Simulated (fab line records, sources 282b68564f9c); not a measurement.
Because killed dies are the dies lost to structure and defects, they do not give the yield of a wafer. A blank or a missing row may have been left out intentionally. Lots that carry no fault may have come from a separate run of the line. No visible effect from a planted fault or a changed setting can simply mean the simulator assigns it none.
Split-lot trial ; flow rit_cmos ; route with 202 steps; 5 lots, 23 wafers read

## THE SPLIT ITSELF
At RIT_FOX2_OXIDATION_00 (target thk 350.7 nm, ox time 1130 s), the setting ox_time_s was moved away from the recipe's 1130 s on 20 of the 23 wafers read, by -13.7% to +5.0%. All remaining wafers had this setting at the recipe value.

## FROM THE SPLIT TO THE READING: what the file shows between them, 14 steps
- RIT_FOX2_THK_MEAS_01
- RIT_FOX2_CLEAN_02: cleans in dHF, time 180 s
- RIT_FOX2_WET_ETCH_03: etches Si3N4 in H3PO4, target depth 195 nm, time 2700 s
- RIT_FOX2_THK_MEAS_90
- RIT_NWELL_IMPLANT_08 (also split here: energy_kev)
- RIT_PWELL_IMPLANT_08 (also split here: dose_cm2)
- RIT_PWELL_STRIP_09: strips in O2, time 180 s
- RIT_PWELL_TW_MEAS_10
- RIT_WELLDRIVE_ANNEAL_00: time 14700 s
- RIT_WELLDRIVE_RS_MEAS_02: measures by four-point-probe
- RIT_NRETRO_COAT_01: resist thk 1300 nm (also split here: resist_thk_nm)
- RIT_GATE_CLEAN_02: cleans in dHF, time 30 s (also split here: time_s)
- RIT_GATE_CLEAN_03: cleans in SC2, time 600 s
- RIT_GATE_CLEAN_04: cleans in dHF, time 60 s

## THE READING
FIELD_OXIDE_LEFT_2_THK, in nm, at RIT_FOX2_THK_MEAS_91. A value of 254 nm with a standard deviation of 5.5 nm is what fault-free wafers of this fab line usually give.

wafer;tool, chamber at the split;ox_time_s as run, s;against the recipe;FIELD_OXIDE_LEFT_2_THK, nm;against lot-mates on the recipe
L077.1;-, -;1008;-10.8%;224;no lot-mate on the recipe
L077.2;-, -;1008;-10.8%;227;no lot-mate on the recipe
L077.3;-, -;1008;-10.8%;227;no lot-mate on the recipe
L077.5;-, -;1008;-10.8%;228;no lot-mate on the recipe
L077.6;-, -;1008;-10.8%;226;no lot-mate on the recipe
L079.1;-, -;987;-12.7%;232;no lot-mate on the recipe
L079.2;-, -;987;-12.7%;225;no lot-mate on the recipe
L079.3;-, -;987;-12.7%;229;no lot-mate on the recipe
L079.4;-, -;987;-12.7%;228;no lot-mate on the recipe
L079.5;-, -;987;-12.7%;236;no lot-mate on the recipe
L080.1;-, -;975.2;-13.7%;220;no lot-mate on the recipe
L080.2;-, -;975.2;-13.7%;221;no lot-mate on the recipe
L080.3;-, -;975.2;-13.7%;217;no lot-mate on the recipe
L080.5;-, -;975.2;-13.7%;222;no lot-mate on the recipe
L080.6;-, -;975.2;-13.7%;219;no lot-mate on the recipe
L081.1;-, -;1187;+5.0%;271;no lot-mate on the recipe
L081.2;-, -;1187;+5.0%;265;no lot-mate on the recipe
L081.3;-, -;1187;+5.0%;265;no lot-mate on the recipe
L081.5;-, -;1187;+5.0%;271;no lot-mate on the recipe
L081.6;-, -;1187;+5.0%;265;no lot-mate on the recipe
L082.1;furnace-04, 0;1130;recipe;248;-
L082.4;furnace-04, 0;1130;recipe;248;-
L082.5;furnace-04, 0;1130;recipe;248;-

THE FIT
A straight line over all 23 wafers: FIELD_OXIDE_LEFT_2_THK changes by +2.29 nm for each +1% of ox_time_s; r = +0.97; the points scatter about the line by 4.7 nm.
Too few moved wafers have a lot-mate on the recipe to fit a line with each lot's own level taken away.

## THE WHOLE CHAIN: every reading that the file lists as answering this split, in the file's order
step;what it does;reading;change (the file's fit);r (the file's)
RIT_FOX2_OXIDATION_00;target thk 350.7 nm, ox time 1130 s;SiO2_of_FOX2_OXIDATION_00.thk_nm (the simulator's own value, which no gauge read);+2.32 nm for each +1% of the setting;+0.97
RIT_FOX2_OXIDATION_00;target thk 350.7 nm, ox time 1130 s;Si3N4_of_ACTIVE_CVD_03.thk_nm (the simulator's own value, which no gauge read);-0.357 nm for each +1% of the setting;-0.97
RIT_FOX2_THK_MEAS_01;;FOX2_OXIDE_THK;+2.32 for each +1% of the setting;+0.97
RIT_FOX2_THK_MEAS_90;;FIELD_OXIDE_LEFT_1_THK;+2.31 for each +1% of the setting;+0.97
RIT_FOX2_THK_MEAS_91;;FIELD_OXIDE_LEFT_2_THK;+2.28 for each +1% of the setting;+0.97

## FILE'S OWN FIT
FIELD_OXIDE_LEFT_2_THK changes by +2.28 nm for each +1% of ox_time_s, r = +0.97.
